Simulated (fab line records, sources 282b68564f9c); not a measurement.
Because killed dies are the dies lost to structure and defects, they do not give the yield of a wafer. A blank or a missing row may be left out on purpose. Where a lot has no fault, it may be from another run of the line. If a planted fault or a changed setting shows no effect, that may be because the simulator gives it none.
Split-lot experiment	flow rit cmos	5 lots, 23 wafers read, on a route of 202 steps

## THE SPLIT
At RIT_CONTACT_EXPOSE_05 (exposes mask M11, target cd 1000 nm), the setting dose mj was moved away from the recipe's 250 on 4 of the 23 wafers read, by +3.1% to +4.9%. All remaining wafers had this setting at the recipe value.

## FROM THE SPLIT TO THE READING: what the file shows between them, 6 steps
- RIT_CONTACT_PEB_06
- RIT_CONTACT_DEVELOP_07: develop time 120 s
- RIT_CONTACT_CD_MEAS_08: target cd 1000 nm
- RIT_CONTACT_HARDBAKE_10: time 60 s
- RIT_CONTACT_ETCH_11: etches SiO2 in CHF3/CF4/Ar, stops on TiSi2, target depth 480 nm, time 320 s
- RIT_CONTACT_STRIP_12: strips in O2, time 180 s

## THE READING
Shown in nm: cd nm at RIT_CONTACT_CD_MEAS_90, with target cd 1000 nm. Fault-free wafers of this fab line usually give 998.9 nm, standard deviation 2.3 nm.

wafer	tool, chamber at the split	dose mj as run	against the recipe	cd nm, nm	against lot-mates on the recipe
L074.1	iline stepper-02, 0	250	recipe	997.5	-
L074.2	iline stepper-02, 0	250	recipe	997.3	-
L074.3	iline stepper-02, 0	250	recipe	995.4	-
L074.4	iline stepper-02, 0	250	recipe	997.7	-
L074.5	iline stepper-02, 0	250	recipe	996.2	-
L078.1	iline stepper-01, 0	250	recipe	1001.8	-
L078.2	iline stepper-01, 0	250	recipe	1001.1	-
L078.3	iline stepper-01, 0	250	recipe	1000.4	-
L078.5	iline stepper-01, 0	250	recipe	999.1	-
L078.6	iline stepper-01, 0	250	recipe	999.1	-
L079.2	iline stepper-01, 0	250	recipe	998.4	-
L079.3	iline stepper-01, 0	257.7	+3.1%	1008.8	+9.2
L079.4	iline stepper-01, 0	250	recipe	1000.6	-
L079.5	iline stepper-01, 0	257.7	+3.1%	1008.2	+8.6
L079.6	iline stepper-01, 0	250	recipe	999.8	-
L084.1	iline stepper-01, 0	250	recipe	997.5	-
L084.2	iline stepper-01, 0	262.2	+4.9%	1008.2	+12.3
L084.3	iline stepper-01, 0	250	recipe	995.6	-
L084.5	iline stepper-01, 0	262.2	+4.9%	1008.0	+12.1
L084.6	iline stepper-01, 0	250	recipe	994.5	-
L085.2	iline stepper-01, 0	250	recipe	1001.9	-
L085.4	iline stepper-01, 0	250	recipe	999.7	-
L085.5	iline stepper-01, 0	250	recipe	1001.2	-

THE FIT
A straight line over all 23 wafers: cd nm changes by +2.26 nm for each +1% of dose mj; r = +0.85; the points scatter about the line by 2.3 nm.
The same after taking each lot's own level away (the mean of its wafers on the recipe; 23 wafers): +2.61 nm for each +1%; r = +0.97; scatter 1 nm.
Per that fit: largest dose mj move, reading shift of 13 nm.
From 995.87 to 1000.93 nm: that is the span of the lots' own levels, equal to 2.2 times the standard deviation above.
So the slope is not independent of the lot-to-lot level: the two fits are not the same.
Check: with one of the wafers moved furthest among these (+4.9%) left out of the fit, the line predicts +13 nm for it against its lot-mates. It came out at +12.3 nm against them.

## OTHER SPLITS APPLIED TO THESE WAFERS
Before the reading, these wafers also passed through other splits. Each is held against what the fit with the lots' levels taken away leaves over:
other split on the same wafers	wafers away from the commonest value	r with cd nm (lot level and that fit taken away)
RIT_PLDD_IMPLANT_08 dose cm2	8	+0.15
RIT_SPACER_CVD_03 temp c	5	-0.02
RIT_NSD_IMPLANT_08 energy kev	9	-0.17
RIT_SDANNEAL_CLEAN_01 time s	5	+0.02

## THE WHOLE CHAIN: every reading that the file lists as answering this split, in the file's order
step	what it does	reading	change (the file's fit)	r (the file's)
RIT_CONTACT_CD_MEAS_08	target cd 1000 nm	cd nm	+2.5 nm for each +1% of the setting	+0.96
RIT_CONTACT_ETCH_11	etches SiO2 in CHF3/CF4/Ar, stops on TiSi2, target depth 480 nm, time 320 s	CONTACT.cd nm (the simulator's own value, which no gauge read)	+2.6 nm for each +1% of the setting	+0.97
RIT_CONTACT_CD_MEAS_90	target cd 1000 nm	cd nm	+2.61 nm for each +1% of the setting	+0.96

## THE FILE'S OWN FIT
cd nm changes by +2.61 nm for each +1% of dose mj, r = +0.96.
